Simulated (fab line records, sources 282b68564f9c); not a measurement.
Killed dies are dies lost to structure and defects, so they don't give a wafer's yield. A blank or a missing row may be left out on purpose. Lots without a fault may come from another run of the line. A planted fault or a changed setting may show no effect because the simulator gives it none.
Which tool did it? | flow rit_cmos | 7 lots, 21 wafers sampled, at 3 steps of a route of 202

WHAT THE GAUGES READ, wafer by wafer
RIT_CONTACT_THK_MEAS_01.
lot  | measured    | on            | CONTACT_TEOS_THK (nm)
L460 | day 3 17:06 | film_metro-03 | 406 394 402
L463 | day 4 13:22 | film_metro-03 | 395 406 398
L466 | day 5 01:55 | film_metro-03 | 402 408 402
L469 | day 5 16:58 | film_metro-02 | 399 399 412
L471 | day 6 09:42 | film_metro-02 | 398 395 408
L474 | day 7 14:52 | film_metro-03 | 417 426 422
L479 | day 8 09:42 | film_metro-04 | 394 405 399

WHICH TOOL RAN EACH LOT (tool, then ch and the chambers of the sampled wafers, then the start)
lot  | RIT_SILICIDE_RTA_06             | RIT_CONTACT_CVD_00
L460 | rtp_anneal-02 ch 0, day 3 16:59 | pecvd-04 ch 0,2, day 3 17:03
L463 | rtp_anneal-01 ch 0, day 4 13:16 | pecvd-04 ch 1,2, day 4 13:19
L466 | rtp_anneal-02 ch 0, day 5 01:49 | pecvd-04 ch 0,1,2, day 5 01:52
L469 | rtp_anneal-01 ch 0, day 5 16:51 | pecvd-04 ch 0,1, day 5 16:55
L471 | rtp_anneal-02 ch 0, day 6 09:35 | pecvd-04 ch 0,2, day 6 09:39
L474 | rtp_anneal-02 ch 0, day 7 14:45 | pecvd-04 ch 0,2, day 7 14:49
L479 | rtp_anneal-01 ch 0, day 8 09:35 | pecvd-03 ch 0,1, day 8 09:38
- RIT_SILICIDE_RTA_06: time 10 s, ramp up 5 s, ramp down 10 s.
- RIT_CONTACT_CVD_00: deposits SiO2 from TEOS, target thk 400 nm, time 61 s.

THE ANSWER, worked out from the rows above alone
Rule: what is usual is taken from the lots themselves. Put in order of their means at a reading, lots are off if they are a third of the lots or fewer, leave a main group of 4 or more, and stand apart from it by a gap of 3 or more times the standard deviation of the main group's means; of several such gaps the widest counts. A main group whose means are all the same, to the digits that the tables above print for the reading, isn't used. A lot without any number at a reading at which 4 lots or more have one is off too. The other lots that the step has rows for count as sound.
Off: L474, at RIT_CONTACT_THK_MEAS_01 (CONTACT_TEOS_THK). The main group: mean 401 nm, standard deviation 1.8.
A tool fits if, at a process step before that reading, it ran every lot that is off, and no sound lot after the first of them. The gauges at RIT_CONTACT_THK_MEAS_01 are tried like those tools. Can't be told from this: 3 tools fit, rtp_anneal-02 at RIT_SILICIDE_RTA_06, pecvd-04 at RIT_CONTACT_CVD_00, film_metro-03 at RIT_CONTACT_THK_MEAS_01.

WHAT THE SIMULATOR HAD PUT IN
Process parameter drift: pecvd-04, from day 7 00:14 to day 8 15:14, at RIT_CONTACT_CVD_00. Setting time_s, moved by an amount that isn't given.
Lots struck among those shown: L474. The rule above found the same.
